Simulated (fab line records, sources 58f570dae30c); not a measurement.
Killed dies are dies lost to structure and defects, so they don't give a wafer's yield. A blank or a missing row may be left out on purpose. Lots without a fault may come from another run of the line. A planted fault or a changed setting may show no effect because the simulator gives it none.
fab line records | flow berkeley_cmos170 | part 2 of 2: steps 32 to 40 of 40
record lots=5 wafers=15 last_day=12
route steps=331 shown FIELD@92 SACOX@97 SCREENOX@100 NVT@104 PVT@115 GATE@125
lots that met no fault: from a run of the same line without faults
start_h: hours from the record's first day to the start of the lot's first wafer shown | wait_h: hours since the lot's step before | " the same as in the row above | L1.1+2: a row that stands for several wafers | - no value, or no start given | * or withheld: withheld | < > ~ a bound
route shown NAME@n: a module of which the file shows steps, and the number in the route of the first | usual: mean/standard deviation of fault-free wafers | same: alike in all rows | chamber/n: place in a boat | sites: the reading at each site | _std_site: their standard deviation | _edge_site: outer sites' mean less inner sites' | radius_mm: how far each site lies from the wafer's centre | mask NAME#n: copy n | behind: the tool/chamber that last shaped the wafer | hold: why the lot was held/for how many hours/how that ended | device: the transistor (n, p or np) that didn't switch | end of line: the same wafers' tests at the end of the route | a step without rows: its recipe alone | killed: dies lost to structure and defects at the first sort, not the wafer's yield | map: a wafer's dies, x killed, . not, _ none there
set.NAME: the setting as run; set.NAME@STEP: as run at that earlier step | model.NAME: the simulator's own value behind a step, which no gauge read
lots at some steps of the route; a table a step, a row a wafer
services: from which hour (start_h, from the record's first day; less than 0 if before it) a tool's chamber was out of use, for how many hours, and why
## steps
# step UCB170_PVT_STRIP_08
# recipe chemistry=O2 power_w=400 pressure_mtorr=3500 platen_temp_c=withheld o2_flow_sccm=400 overash_fraction=0.5
# usual drypump_motor_current_A=5.8/0.36 o2_flow_sccm=400.0/1.1 oes_product_au=0.735/0.0047 strip_time_to_endpoint_s=21.64/0.054
# columns lot.wafer tool chamber start_h wait_h drypump_motor_current_A o2_flow_sccm oes_product_au rf_hours_counter_h strip_time_to_endpoint_s
L077.2 plasma_asher-02 1 136.97 0.1 5.4 399.1 0.739 21 21.67
L077.3 " 1 " " 5.4 400.1 0.731 - 21.65
L077.5 " 1 " " 5.5 399.8 0.740 - 21.69
L078.2 plasma_asher-02 0 137.24 0.1 5.7 399.8 0.739 21 21.56
L078.5 " 1 " " 5.4 401.8 0.733 - 21.60
L078.6 " 0 " " 5.7 402.5 0.737 - 21.54
L075.2 plasma_asher-04 0 137.52 0.1 5.2 397.2 0.745 41 21.59
L075.4 " 0 " " 5.2 399.2 0.736 - 21.65
L075.5 " 1 " " 6.1 402.5 0.736 - 21.70
L089.2 plasma_asher-03 1 203.74 0.1 6.3 401.0 0.733 11 21.72
L089.4 " 0 " " 5.9 399.7 0.740 - 21.68
L089.5 " 1 " " 6.3 401.4 0.735 - 21.73
L094.4 plasma_asher-03 0 223.13 0.1 5.9 397.7 0.740 - 21.54
L094.5 " 1 " " 6.3 399.9 0.730 - 21.65
L094.6 " 0 " " 5.9 398.8 0.726 - 21.64
# step UCB170_PVT_TW_MEAS_09
# usual PVT_TW=509/3.4
# columns lot.wafer tool chamber start_h wait_h PVT_TW
L077.2 film_metro-04 - 137.08 0.1 506
L077.3 " - " " 505
L077.5 " - " " 505
L078.2 film_metro-01 - 137.35 0.1 511
L078.5 " - " " 513
L078.6 " - " " 514
L075.2 film_metro-04 - 137.63 0.1 505
L075.4 " - " " 505
L075.5 " - " " 507
L089.2 film_metro-01 - 203.85 0.1 509
L089.4 " - " " 510
L089.5 " - " " 513
L094.4 film_metro-04 - 223.23 0.1 506
L094.5 " - " " 504
L094.6 " - " " 506
# step UCB170_GATE_WET_ETCH_00
# recipe chemistry=dHF dilution=25:1 target=SiO2 temp_c=25 time_s=200
# usual temp_c=25.02/0.11
# columns lot.wafer tool chamber start_h wait_h temp_c
L077.2 wet_bench-03 0 137.13 0.0 25.04
L077.3 " 0 " " 25.01
L077.5 " 0 " " 25.03
L078.2 wet_bench-03 2 137.40 0.0 25.01
L078.5 " 2 " " 25.00
L078.6 " 2 " " 25.20
L075.2 wet_bench-03 0 137.78 0.1 24.90
L075.4 " 0 " " 24.91
L075.5 " 0 " " 25.02
L089.2 wet_bench-01 0 203.98 0.1 24.84
L089.4 " 0 " " 24.96
L089.5 " 0 " " 25.01
L094.4 wet_bench-02 0 223.61 0.4 25.19
L094.5 " 0 " " 25.13
L094.6 " 0 " " 25.16
# step UCB170_FIELD_THK_MEAS_91
# recipe reads=SiO2_of_FIELD_OXIDATION_01
# usual FIELD_OXIDE_LEFT_2_THK=351/10
# columns lot.wafer tool chamber start_h wait_h FIELD_OXIDE_LEFT_2_THK[nm]
L077.2 film_metro-01 - 137.20 0.0 333
L077.3 " - " " 338
L077.5 " - " " 330
L078.2 film_metro-01 - 137.48 0.0 377
L078.5 " - " " 364
L078.6 " - " " 364
L075.2 film_metro-04 - 137.86 0.0 351
L075.4 " - " " 355
L075.5 " - " " 342
L089.2 film_metro-04 - 204.05 0.0 351
L089.4 " - " " 352
L089.5 " - " " 357
L094.4 film_metro-04 - 223.71 0.0 346
L094.5 " - " " 351
L094.6 " - " " 356
# step UCB170_GATE_OXIDATION_01
# recipe temp_c=842.5 ambient=O2 target_thk_a=66 ox_time_s=1800
# usual spike_tc_load_C=869/3 zone_power_centre_pct=39.9/1.8
# columns lot.wafer tool chamber start_h wait_h spike_tc_load_C zone_power_centre_pct
L075.2 furnace-04 0 141.08 3.2 866 41.4
L075.4 " 0 " " 867 41.4
L075.5 " 0 " " 867 41.6
L077.2 furnace-04 0 141.08 3.9 866 41.3
L077.3 " 0 " " 867 41.5
L077.5 " 0 " " 868 41.2
L078.2 furnace-04 0 141.08 3.6 867 41.1
L078.5 " 0 " " 866 41.7
L078.6 " 0 " " 867 42.2
L089.2 furnace-01 0 207.99 3.9 872 37.3
L089.4 " 0 " " 872 38.6
L089.5 " 0 " " 875 38.3
L094.4 furnace-01 0 226.64 2.9 874 38.2
L094.5 " 0 " " 872 38.8
L094.6 " 0 " " 873 37.6
# step UCB170_GATE_THK_MEAS_02
# recipe reads=SiO2_of_GATE_OXIDATION_01
# usual GATE_OXIDE_THK=6.00/0.12
# columns lot.wafer tool chamber start_h wait_h GATE_OXIDE_THK[nm]
L075.2 film_metro-03 - 142.59 0.0 5.99
L075.4 " - " " 5.94
L075.5 " - " " 5.96
L077.2 film_metro-04 - 142.59 0.0 6.28
L077.3 " - " " 6.41
L077.5 " - " " 6.16
L078.2 film_metro-02 - 142.59 0.0 6.05
L078.5 " - " " 6.06
L078.6 " - " " 6.02
L089.2 film_metro-03 - 209.50 0.0 5.91
L089.4 " - " " 5.99
L089.5 " - " " 6.05
L094.4 film_metro-02 - 228.17 0.0 5.86
L094.5 " - " " 6.03
L094.6 " - " " 5.93
# step UCB170_GATE_ANNEAL_03
# recipe temp_c=900 time_s=1800 ambient=N2
# usual spike_tc_load_C=927/3.1 zone_power_centre_pct=40.8/1.8
# columns lot.wafer tool chamber start_h wait_h spike_tc_load_C zone_power_centre_pct
L075.2 furnace-01 0 146.38 3.8 931 41.3
L075.4 " 0 " " 931 42.2
L075.5 " 0 " " 933 41.4
L077.2 furnace-01 0 146.38 3.8 930 41.1
L077.3 " 0 " " 932 41.4
L077.5 " 0 " " 931 41.2
L078.2 furnace-01 0 146.38 3.8 931 41.0
L078.5 " 0 " " 932 41.4
L078.6 " 0 " " 932 41.4
L089.2 furnace-01 0 213.59 4.1 931 40.8
L089.4 " 0 " " 931 40.9
L089.5 " 0 " " 931 41.8
L094.4 furnace-02 0 234.00 5.8 924 39.7
L094.5 " 0 " " 923 39.7
L094.6 " 0 " " 925 39.7
# step UCB170_GATE_CVD_04
# recipe material=poly-Si temp_c=610 precursor=SiH4 time_s=1440 pressure_mtorr=375 target_thk_nm=214 sih4_flow_sccm=120
# usual spike_tc_load_C=631.7/1.5 susceptor_temp_C=609.97/0.27 zone_power_centre_pct=27.6/1
# columns lot.wafer tool chamber start_h wait_h spike_tc_load_C susceptor_temp_C zone_power_centre_pct
L075.2 lpcvd-02 0 147.88 0.0 635.0 609.82 27.7
L075.4 " 0 " " 634.0 609.79 28.3
L075.5 " 0 " " 632.8 609.74 28.2
L077.2 lpcvd-02 0 147.88 0.0 633.0 609.60 28.4
L077.3 " 0 " " 633.5 609.46 28.3
L077.5 " 0 " " 631.8 610.14 28.1
L078.2 lpcvd-02 0 147.88 0.0 635.7 609.76 28.4
L078.5 " 0 " " 635.9 609.42 28.3
L078.6 " 0 " " 633.6 609.47 28.4
L089.2 lpcvd-01 0 215.09 0.0 631.4 610.10 26.1
L089.4 " 0 " " 630.2 610.55 25.7
L089.5 " 0 " " 630.6 610.29 26.3
L094.4 lpcvd-01 1 235.50 0.0 631.4 610.21 28.3
L094.5 " 1 " " 632.6 610.88 28.4
L094.6 " 1 " " 632.7 610.52 28.3
# step UCB170_GATE_THK_MEAS_05
# recipe reads=poly-Si_of_GATE_CVD_04
# usual GATE_POLY_THK=213.5/2.3
# columns lot.wafer tool chamber start_h wait_h GATE_POLY_THK[nm]
L077.2 film_metro-02 - 149.29 0.0 212.0
L077.3 " - " " 211.2
L077.5 " - " " 210.9
L078.2 film_metro-04 - 149.32 0.0 212.2
L078.5 " - " " 212.6
L078.6 " - " " 212.9
L075.2 film_metro-02 - 149.35 0.1 211.0
L075.4 " - " " 209.9
L075.5 " - " " 212.6
L089.2 film_metro-02 - 216.50 0.0 213.8
L089.4 " - " " 213.1
L089.5 " - " " 211.8
L094.4 film_metro-04 - 236.93 0.0 212.3
L094.5 " - " " 213.5
L094.6 " - " " 212.3
## services
# columns tool chamber start_h hours kind
krf_scanner-01 - 97.59 1.3 pm
implanter-02 - 106.56 2.6 repair
implanter-03 - 106.66 1.3 repair
plasma_asher-03 - 108.75 9.0 pm
plasma_asher-03 0 108.75 9.0 vent_cycle
plasma_asher-03 1 108.75 9.0 vent_cycle
krf_scanner-02 - 112.86 0.8 pm
krf_scanner-02 - 117.71 1.3 pm
plasma_asher-03 0 117.75 - clean
krf_scanner-01 0 122.12 - calibration
plasma_asher-04 - 122.30 9.2 repair
implanter-02 - 123.43 0.8 repair
furnace-01 - 128.38 2.2 pm
implanter-02 - 142.49 2.3 repair
lpcvd-01 - 145.09 1.1 repair
krf_scanner-02 - 146.79 8.2 repair
implanter-03 - 152.61 2.8 repair
implanter-02 - 156.96 1.2 repair
plasma_asher-04 - 172.02 0.8 repair
krf_scanner-02 - 208.14 4.0 pm
implanter-03 - 208.45 1.2 repair
implanter-01 - 210.53 3.1 repair
krf_scanner-01 - 217.40 1.0 pm
furnace-04 - 231.36 3.4 pm
